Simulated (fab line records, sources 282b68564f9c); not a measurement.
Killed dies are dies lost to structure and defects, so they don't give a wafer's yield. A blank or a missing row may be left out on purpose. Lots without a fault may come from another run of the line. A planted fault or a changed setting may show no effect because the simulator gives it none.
A struck lot beside a sound one | flow rit_cmos | 14 steps out of a route of 202
Sound: wafers L935.2, L935.5, L935.6. Struck: wafers L925.2, L925.3, L925.5. The cause comes at the end.
At each step with rows: each side's tool, then ch and its chambers, then its first start. Under that, the readings that differ: sound wafers | struck wafers | difference of the means | sigmas: that difference in standard deviations of wafers without a fault.
alike: readings whose means differ by less than 2 such deviations, and words and numbers that are the same on both sides. not compared: withheld readings, readings that some wafer has no value for, bounds like >300 that may hide the same value, and numbers for which the record gives no deviation and whose values overlap.
The two part at a step that has a row with sigmas, a row that says differs or no value, or rows on one side only. Numbers that don't overlap but have no deviation are shown without sigmas and don't part them. A reading that every wafer of one side lacks parts them only if that side has two wafers or more.

first, 2 steps without rows for these wafers: RIT_PLDD_PEB_04; RIT_PLDD_DEVELOP_05 (develop time 50 s).
RIT_PLDD_OVL_MEAS_06:
  sound on overlay-02, day 6 01:43; struck on overlay-01, day 4 02:32
  alike: PLDD_OVL
then, 2 steps without rows for these wafers: RIT_PLDD_HARDBAKE_07 (time 60 s); RIT_PLDD_IMPLANT_08.
RIT_PLDD_STRIP_09: strips in O2, time 180 s.
  sound on plasma_asher-02 ch 0,1, day 6 02:02; struck on plasma_asher-01 ch 0,1, day 4 02:52
  alike: drypump_motor_current_A, o2_flow_sccm
  not compared: rf_hours_counter_h
RIT_PLDD_TW_MEAS_10:
  sound on film_metro-01, day 6 02:13; struck on film_metro-01, day 4 03:08
  alike: PLDD_TW
then, 4 steps without rows for these wafers: RIT_SPACER_CLEAN_00 (cleans in SC1, time 600 s); RIT_SPACER_CLEAN_01 (cleans in dHF, time 30 s); RIT_SPACER_CLEAN_02 (cleans in SC2, time 600 s); RIT_SPACER_CVD_03 (deposits Si3N4 from SiH2Cl2/NH3, target thk 250 nm, time 3300 s).
RIT_SPACER_THK_MEAS_04:
  sound on film_metro-03, day 6 04:36; struck on film_metro-04, day 4 05:39
  alike: SPACER_NITRIDE_THK
RIT_SPACER_ETCHBACK_05: etches Si3N4 in SF6/CHF3, stops on SiO2, target depth 250 nm, time 240 s.
  sound on rie_diel-01 ch 0,1, day 6 04:39; struck on rie_diel-02 ch 0,1,2, day 4 05:42
  no value came back on the struck wafers for any of 5 readings (CHF3_flow_sccm (sccm), SF6_flow_sccm (sccm) and others); on the sound wafers CHF3_flow_sccm (sccm) reads 29.98 29.79 29.97
  reading                                     | sound             | struck            | difference | sigmas
  model.poly-Si_of_GATE_CVD_08.thk_nm (nm)    | 166.1 168.7 168.6 | 234.5 234.8 234   | +66.6      |
  model.Si3N4_of_SPACER_CVD_03.thk_nm (nm)    | 196.2 197 195.7   | 249.8 250.5 250.6 | +54.0      |
  model.SiO2_of_FOX2_OXIDATION_00.thk_nm (nm) | 177.8 177.4 172.9 | 222.3 228 223.6   | +48.6      |
  not compared: rf_hours_counter_h
RIT_M1_PROBE_99:
  sound on prober-01, day 6 15:53; struck on prober-01, day 4 16:49
  reading             | sound | struck      | difference | sigmas
  killed_at_front_end | 5 6 4 | 264 264 264 | +259       | +86
  killed_dies         | 5 6 4 | 264 264 264 | +259       | +86
  killed_on_rim       | 0 2 2 | 70 70 70    | +69        | +57
  alike: killed_open, killed_short

WHERE THEY PART
First at RIT_SPACER_ETCHBACK_05; last, within this record, at RIT_M1_PROBE_99.

WHY: what the simulator had put in
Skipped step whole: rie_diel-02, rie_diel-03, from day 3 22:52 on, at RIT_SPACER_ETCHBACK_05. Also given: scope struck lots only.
